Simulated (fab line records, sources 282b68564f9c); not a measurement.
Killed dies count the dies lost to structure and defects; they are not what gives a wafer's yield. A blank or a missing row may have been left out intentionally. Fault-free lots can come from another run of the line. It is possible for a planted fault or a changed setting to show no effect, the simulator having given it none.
Lot-split experiment    flow rit cmos    5 lots, 23 wafers read, on a route of 202 steps

## ABOUT THE SPLIT
At RIT_SILICIDE_SPUTTER_01 (material Ti, target thk 30 nm, time 240 s), the setting power w was moved away from the recipe's 350 W on 9 of the 23 wafers read, by +3.6% to +7.3%. For the rest of the wafers, this setting stayed at what the recipe calls for.

## FROM THE SPLIT ON TO THE READING: in between, the file shows 1 step
- RIT_SILICIDE_RS_MEAS_02: measures by four-point-probe

## THE READING
SILICIDE_TI_THK, in nm, at RIT_SILICIDE_THK_MEAS_03 (measures by xrf). Typical for fault-free wafers on this fab line: 31.0 nm, with standard deviation 0.4 nm.

wafer   tool, chamber at the split  power w as run, W  against the recipe  SILICIDE_TI_THK, nm  against lot-mates on the recipe
L075.2  pvd sputter-03, -           375.4              +7.3%               32.7                 +2.4
L075.3  pvd sputter-03, -           375.4              +7.3%               32.7                 +2.4
L075.4  pvd sputter-03, -           375.4              +7.3%               32.9                 +2.6
L075.5  pvd sputter-03, -           350                recipe              30.1                 -
L075.6  pvd sputter-03, -           350                recipe              30.5                 -
L074.1  pvd sputter-04, -           350                recipe              31.2                 -
L074.2  pvd sputter-04, -           362.7              +3.6%               32.0                 +0.6
L074.3  pvd sputter-04, -           350                recipe              31.7                 -
L074.5  pvd sputter-04, -           362.7              +3.6%               31.8                 +0.4
L074.6  pvd sputter-04, -           362.7              +3.6%               32.3                 +0.8
L078.1  pvd sputter-03, -           350                recipe              31.3                 -
L078.4  pvd sputter-03, -           350                recipe              31.2                 -
L078.5  pvd sputter-03, -           350                recipe              30.5                 -
L081.1  pvd sputter-03, -           366.2              +4.6%               32.2                 +1.2
L081.2  pvd sputter-03, -           350                recipe              30.9                 -
L081.3  pvd sputter-03, -           366.2              +4.6%               32.6                 +1.6
L081.4  pvd sputter-03, -           350                recipe              31.1                 -
L081.6  pvd sputter-03, -           366.2              +4.6%               32.4                 +1.4
L083.1  pvd sputter-03, -           350                recipe              30.8                 -
L083.2  pvd sputter-03, -           350                recipe              30.9                 -
L083.3  pvd sputter-03, -           350                recipe              31.3                 -
L083.5  pvd sputter-03, -           350                recipe              30.9                 -
L083.6  pvd sputter-03, -           350                recipe              30.7                 -

FIT RESULTS
A straight line over all 23 wafers: SILICIDE_TI_THK changes by +0.271 nm for each +1% of power w; r = +0.91; the points scatter about the line by 0.35 nm.
The same after taking each lot's own level away (the mean of its wafers on the recipe; 23 wafers): +0.313 nm for each +1%; r = +0.94; scatter 0.31 nm.
On that fit, the largest move of power w shifts the reading by 2.3 nm.
Measured against the standard deviation above, the lots' own levels, which go from 30.30 to 31.45 nm, span 2.9 times it.
Hence the slope depends on the lot-to-lot level, as the two fits are not the same.
Check: +2.17 nm against its lot-mates is what the line predicts for one of the wafers moved furthest among these (+7.3%) when that wafer is left out of the fit. It came out at +2.4 nm against them.

## THESE WAFERS: OTHER SPLITS
These wafers also went through other splits before the reading. Each is held against what the fit with the lots' levels taken away leaves over:
other split on the same wafers  wafers away from the commonest value  r with SILICIDE_TI_THK (lot level and that fit taken away)
RIT_PLDD_IMPLANT_08 energy kev  4                                     -0.36
RIT_PSD_IMPLANT_08 energy kev   7                                     +0.34
RIT_SDANNEAL_CLEAN_01 time s    18                                    -0.20

## THE WHOLE CHAIN: every reading that the file lists as answering this split, in the file's order
step                      what it does                               reading                                                                            change (the file's fit)                r (the file's)
RIT_SILICIDE_SPUTTER_01   material Ti, target thk 30 nm, time 240 s  Ti_of_SILICIDE_SPUTTER_01.thk nm (the simulator's own value, which no gauge read)  +0.285 nm for each +1% of the setting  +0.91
RIT_SILICIDE_RS_MEAS_02   measures by four-point-probe               SILICIDE_TI_RS                                                                     -0.532 for each +1% of the setting     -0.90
RIT_SILICIDE_THK_MEAS_03  measures by xrf                            SILICIDE_TI_THK                                                                    +0.304 for each +1% of the setting     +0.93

## THE FILE'S OWN FIT
SILICIDE_TI_THK changes by +0.304 nm for each +1% of power w, r = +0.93.
